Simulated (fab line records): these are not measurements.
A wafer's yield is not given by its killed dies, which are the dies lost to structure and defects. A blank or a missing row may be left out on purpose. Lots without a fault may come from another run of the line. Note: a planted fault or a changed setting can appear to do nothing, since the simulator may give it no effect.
Which tool did it?    flow ritCmos    6 lots with 18 wafers sampled at 2 steps, on a route of 202 steps

== WHAT EACH GAUGE READ, for each wafer ==
RIT_M1_CD_MEAS_90: the cd target is 2600 nm.
lot   measured     on        cdNm (nm)
L183  day 4 18:08  cdSem-01  2598 2596 2594
L185  day 4 20:17  cdSem-01  2598 2595 2599
L187  day 5 12:35  cdSem-01  2598 2599 2603
L190  day 6 03:22  cdSem-02  2596 2600 2604
L196  day 7 09:41  cdSem-01  2600 2599 2601
L199  day 8 06:46  cdSem-01  2603 2600 2598

== TOOL THAT RAN EACH LOT (tool first, then ch and the chambers of the sampled wafers, then the start) ==
lot   RIT_M1_METAL_ETCH_12
L183  rieMetal-02 ch 0,1, day 4 17:38
L185  rieMetal-02 ch 0,1, day 4 19:47
L187  rieMetal-04 ch 0,1, day 5 12:02
L190  rieMetal-04 ch 0,1, day 6 02:38
L196  rieMetal-01 ch 0,1, day 7 09:01
L199  rieMetal-01 ch 0,1, day 8 06:15
- RIT_M1_METAL_ETCH_12: etches Al in Cl2/BCl3, stops on SiO2, time 165 s, target depth 600 nm.

== THE ANSWER, worked out from the rows above alone ==
Rule: the usual values come from the lots themselves. The widest of any qualifying gaps counts: lots, ordered by their means at a reading, are off when they make up no more than a third of the lots, leave a main group of 4 or more, and stand apart from it by 3 or more times the standard deviation of that group's means. A main group whose means are all the same, to the digits that the tables above print for the reading, isn't used. Also off: a lot with no number at a reading for which 4 or more lots have one. All remaining lots with rows at the step are treated as sound.
Nothing can be told from this: no lot is off at any reading shown.

== WHAT THE SIMULATOR HAD PUT IN ==
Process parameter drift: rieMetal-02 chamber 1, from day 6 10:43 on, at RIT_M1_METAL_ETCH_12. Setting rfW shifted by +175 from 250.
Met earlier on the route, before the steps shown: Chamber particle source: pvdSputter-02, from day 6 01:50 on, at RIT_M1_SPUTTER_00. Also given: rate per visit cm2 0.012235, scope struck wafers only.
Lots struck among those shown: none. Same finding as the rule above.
